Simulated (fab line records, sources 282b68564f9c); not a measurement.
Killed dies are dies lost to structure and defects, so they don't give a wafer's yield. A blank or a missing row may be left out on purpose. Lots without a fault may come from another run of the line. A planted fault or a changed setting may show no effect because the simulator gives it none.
A struck lot beside a sound one | flow rit_cmos | 18 steps out of a route of 202
Sound: wafers L758.4, L758.5, L758.6. Struck: wafers L765.1, L765.2, L765.3. The cause comes at the end.
At each step with rows: each side's tool, then ch and its chambers, then its first start. Under that, the readings that differ: sound wafers | struck wafers | difference of the means | sigmas: that difference in standard deviations of wafers without a fault.
alike: readings whose means differ by less than 2 such deviations, and words and numbers that are the same on both sides. not compared: withheld readings, readings that some wafer has no value for, bounds like >300 that may hide the same value, and numbers for which the record gives no deviation and whose values overlap.
The two part at a step that has a row with sigmas, a row that says differs or no value, or rows on one side only. Numbers that don't overlap but have no deviation are shown without sigmas and don't part them. A reading that every wafer of one side lacks parts them only if that side has two wafers or more.

first, 4 steps without rows for these wafers: RIT_NSD_SOFTBAKE_02 (time 60 s); RIT_NSD_EXPOSE_03 (exposes mask M9, target cd 40700 nm); RIT_NSD_PEB_04; RIT_NSD_DEVELOP_05 (develop time 50 s).
RIT_NSD_OVL_MEAS_06:
  sound on overlay-02, day 3 19:04; struck on overlay-02, day 5 01:05
  reading      | sound       | struck        | difference | sigmas
  NSD_OVL (nm) | 2.8 2.1 1.4 | 0.4 -0.5 -2.1 | -2.8       | -2
then, 2 steps without rows for these wafers: RIT_NSD_HARDBAKE_07 (time 60 s); RIT_NSD_IMPLANT_08.
RIT_NSD_STRIP_09: strips in O2, time 180 s.
  sound on plasma_asher-03 ch 0,1, day 3 19:27; struck on plasma_asher-02 ch 0,1, day 5 01:25
  alike: drypump_motor_current_A
  not compared: rf_hours_counter_h
RIT_NSD_TW_MEAS_10:
  sound on film_metro-02, day 3 19:36; struck on film_metro-02, day 5 01:36
  alike: NSD_TW
then, 3 steps without rows for these wafers: RIT_PSD_HMDS_00 (prime time 60 s); RIT_PSD_COAT_01 (resist thk 1000 nm); RIT_PSD_SOFTBAKE_02 (time 60 s).
RIT_PSD_EXPOSE_03: exposes mask M10, target cd 40900 nm.
  sound on iline_stepper-01 ch 0, day 3 20:28; struck on iline_stepper-01 ch 0, day 5 02:07
  reading                     | sound                   | struck      | difference | sigmas
  model.PSD.overlay_x_nm (nm) | -0.8713 -0.8713 -0.8713 | 131 131 131 | +132       |
  alike: mask, stage_vel_mm_s
then, 2 steps without rows for these wafers: RIT_PSD_PEB_04; RIT_PSD_DEVELOP_05 (develop time 50 s).
RIT_PSD_OVL_MEAS_06:
  sound on overlay-01, day 3 21:01; struck on overlay-01, day 5 02:31
  reading      | sound       | struck            | difference | sigmas
  PSD_OVL (nm) | 0.0 0.8 0.5 | 130.0 130.2 133.1 | +130.7     | +93
then, 1 step without rows for these wafers: RIT_PSD_HARDBAKE_07 (time 60 s).
RIT_M1_PROBE_99:
  sound on prober-02, day 4 07:00; struck on prober-01, day 5 10:55
  reading                                                 | sound                | struck              | difference | sigmas
  model.etest.select_edge_diode_p.leak_log10_a (angstrom) | -10.32 -10.38 -10.34 | -9.708 -9.57 -9.664 | +0.699     |
  alike: killed_at_contacts, killed_at_front_end, killed_dies, killed_open, killed_short

WHERE THEY PART
First at RIT_NSD_OVL_MEAS_06; last, within this record, at RIT_PSD_OVL_MEAS_06. Later steps at which nothing parts them and some readings are alike: RIT_M1_PROBE_99.

WHY: what the simulator had put in
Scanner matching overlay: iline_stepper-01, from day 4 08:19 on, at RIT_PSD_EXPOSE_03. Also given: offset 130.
